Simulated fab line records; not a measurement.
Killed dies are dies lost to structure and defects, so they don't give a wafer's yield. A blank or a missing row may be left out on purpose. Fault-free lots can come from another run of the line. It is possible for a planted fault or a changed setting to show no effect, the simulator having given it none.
Lot-split experiment	flow ritCmos	route with 202 steps; 5 lots, 23 wafers read

== THE SPLIT ITSELF ==
At RIT_GATE_CVD_08 (deposits poly-Si from SiH4, target thk 250 nm, time 2220 s), the setting tempC was moved away from the recipe's 610 C on 15 of the 23 wafers read, by -1.8% to +1.6%. This setting was run at the recipe's value on the other wafers.

There is no step in the file separating the split from the reading.

== THE READING ==
Values of GATE_POLY_THK in nm from RIT_GATE_THK_MEAS_09. A value of 248.2 nm with a standard deviation of 2.6 nm is what fault-free wafers of this fab line usually give.

wafer	tool, chamber at the split	tempC as run, C	against the recipe	GATE_POLY_THK, nm	against lot-mates on the recipe
L078.2	-, -	619.6	+1.6%	312.6	no lot-mate on the recipe
L078.3	-, -	619.6	+1.6%	310.4	no lot-mate on the recipe
L078.4	-, -	619.6	+1.6%	312.3	no lot-mate on the recipe
L078.5	-, -	619.6	+1.6%	311.0	no lot-mate on the recipe
L078.6	-, -	619.6	+1.6%	310.6	no lot-mate on the recipe
L080.1	lpcvd-01, 1	610	recipe	246.4	-
L080.4	lpcvd-01, 1	610	recipe	245.5	-
L080.5	lpcvd-01, 1	610	recipe	244.3	-
L081.1	-, -	599	-1.8%	187.7	no lot-mate on the recipe
L081.2	-, -	599	-1.8%	188.8	no lot-mate on the recipe
L081.3	-, -	599	-1.8%	187.3	no lot-mate on the recipe
L081.4	-, -	599	-1.8%	187.9	no lot-mate on the recipe
L081.5	-, -	599	-1.8%	186.2	no lot-mate on the recipe
L082.1	-, -	610	recipe	248.0	-
L082.2	-, -	610	recipe	246.3	-
L082.4	-, -	610	recipe	247.2	-
L082.5	-, -	610	recipe	247.3	-
L082.6	-, -	610	recipe	247.2	-
L085.1	-, -	601	-1.5%	200.9	no lot-mate on the recipe
L085.2	-, -	601	-1.5%	200.1	no lot-mate on the recipe
L085.4	-, -	601	-1.5%	200.2	no lot-mate on the recipe
L085.5	-, -	601	-1.5%	199.1	no lot-mate on the recipe
L085.6	-, -	601	-1.5%	199.8	no lot-mate on the recipe

THE FIT
A straight line over all 23 wafers: GATE_POLY_THK changes by +36 nm for each +1% of tempC; r = +1.00; the points scatter about the line by 3.7 nm.
Too few moved wafers with a lot-mate on the recipe to fit a line net of each lot's own level.

== THE WHOLE CHAIN: every reading that the file lists as answering this split, in the file's order ==
step	what it does	reading	change (the file's fit)	r (the file's)
RIT_GATE_CVD_08	deposits poly-Si from SiH4, target thk 250 nm, time 2220 s	poly-Si_of_GATE_CVD_08.thkNm (the simulator's own value, which no gauge read)	+36 nm for each +1% of the setting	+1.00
RIT_GATE_THK_MEAS_09		GATE_POLY_THK	+36 for each +1% of the setting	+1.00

== FILE'S OWN FIT ==
GATE_POLY_THK changes by +36 nm for each +1% of tempC, r = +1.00.
